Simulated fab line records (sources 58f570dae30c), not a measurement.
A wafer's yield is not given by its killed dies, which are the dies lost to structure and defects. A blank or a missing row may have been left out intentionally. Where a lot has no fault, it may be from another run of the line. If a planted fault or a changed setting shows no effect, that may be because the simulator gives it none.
Which tool did it? || flow berkeley-cmos170 || 7 lots, 21 wafers sampled, at 3 steps of a route of 331

## WHAT THE GAUGES READ, wafer by wafer
UCB170_NLDD_TW_MEAS_11.
{"lot": "L843", "measured": "day 6 18:43", "on": "film-metro-02", "NLDD_TW": "2239 2239 2229"}
{"lot": "L845", "measured": "day 7 07:09", "on": "film-metro-03", "NLDD_TW": "2199 2195 2203"}
{"lot": "L848", "measured": "day 7 10:30", "on": "film-metro-03", "NLDD_TW": "2211 2201 2198"}
{"lot": "L849", "measured": "day 8 07:17", "on": "film-metro-03", "NLDD_TW": "2224 2228 2215"}
{"lot": "L854", "measured": "day 9 00:25", "on": "film-metro-02", "NLDD_TW": "2241 2256 2244"}
{"lot": "L858", "measured": "day 10 02:47", "on": "film-metro-02", "NLDD_TW": "2131 2126 2136"}
{"lot": "L862", "measured": "day 10 09:10", "on": "film-metro-03", "NLDD_TW": "2228 2222 2215"}

## TOOL THAT RAN EACH LOT (tool first, then ch and the chambers of the sampled wafers, then the start)
{"lot": "L843", "UCB170_NVT_STRIP_08": "plasma-asher-04 ch 0,1, day 6 01:22", "UCB170_NLDD_IMPLANT_08": "implanter-04 ch 0, day 6 18:19"}
{"lot": "L845", "UCB170_NVT_STRIP_08": "plasma-asher-02 ch 0,1, day 6 10:32", "UCB170_NLDD_IMPLANT_08": "implanter-03 ch 0, day 7 06:45"}
{"lot": "L848", "UCB170_NVT_STRIP_08": "plasma-asher-02 ch 0,1, day 6 17:42", "UCB170_NLDD_IMPLANT_08": "implanter-04 ch 0, day 7 10:07"}
{"lot": "L849", "UCB170_NVT_STRIP_08": "plasma-asher-04 ch 0, day 7 13:14", "UCB170_NLDD_IMPLANT_08": "implanter-04 ch 0, day 8 06:53"}
{"lot": "L854", "UCB170_NVT_STRIP_08": "plasma-asher-02 ch 0,1, day 8 04:29", "UCB170_NLDD_IMPLANT_08": "implanter-03 ch 0, day 9 00:04"}
{"lot": "L858", "UCB170_NVT_STRIP_08": "plasma-asher-04 ch 0,1, day 9 06:03", "UCB170_NLDD_IMPLANT_08": "implanter-04 ch 0, day 10 02:23"}
{"lot": "L862", "UCB170_NVT_STRIP_08": "plasma-asher-03 ch 0,1, day 9 16:07", "UCB170_NLDD_IMPLANT_08": "implanter-03 ch 0, day 10 08:47"}
- UCB170_NVT_STRIP_08: strips in O2.
- UCB170_NLDD_IMPLANT_08

## THE ANSWER, worked out from the rows above alone
Rule: the lots themselves supply what counts as usual. The widest of any qualifying gaps counts: lots, ordered by their means at a reading, are off when they make up no more than a third of the lots, leave a main group of 4 or more, and stand apart from it by 3 or more times the standard deviation of that group's means. A main group whose means are all the same, to the digits that the tables above print for the reading, isn't used. Also off: a lot with no number at a reading for which 4 or more lots have one. Where the step has rows for the other lots, those lots are counted as sound.
Off: L858, at UCB170_NLDD_TW_MEAS_11 (NLDD_TW). The main group: mean 2222, standard deviation 17.
A tool fits if, at a process step before that reading, it ran every lot that is off, and no sound lot after the first of them. The gauges at UCB170_NLDD_TW_MEAS_11 are tried like those tools. Can't be told from this: 3 tools fit, plasma-asher-04 at UCB170_NVT_STRIP_08, implanter-04 at UCB170_NLDD_IMPLANT_08, film-metro-02 at UCB170_NLDD_TW_MEAS_11.

## WHAT THE SIMULATOR PUT IN
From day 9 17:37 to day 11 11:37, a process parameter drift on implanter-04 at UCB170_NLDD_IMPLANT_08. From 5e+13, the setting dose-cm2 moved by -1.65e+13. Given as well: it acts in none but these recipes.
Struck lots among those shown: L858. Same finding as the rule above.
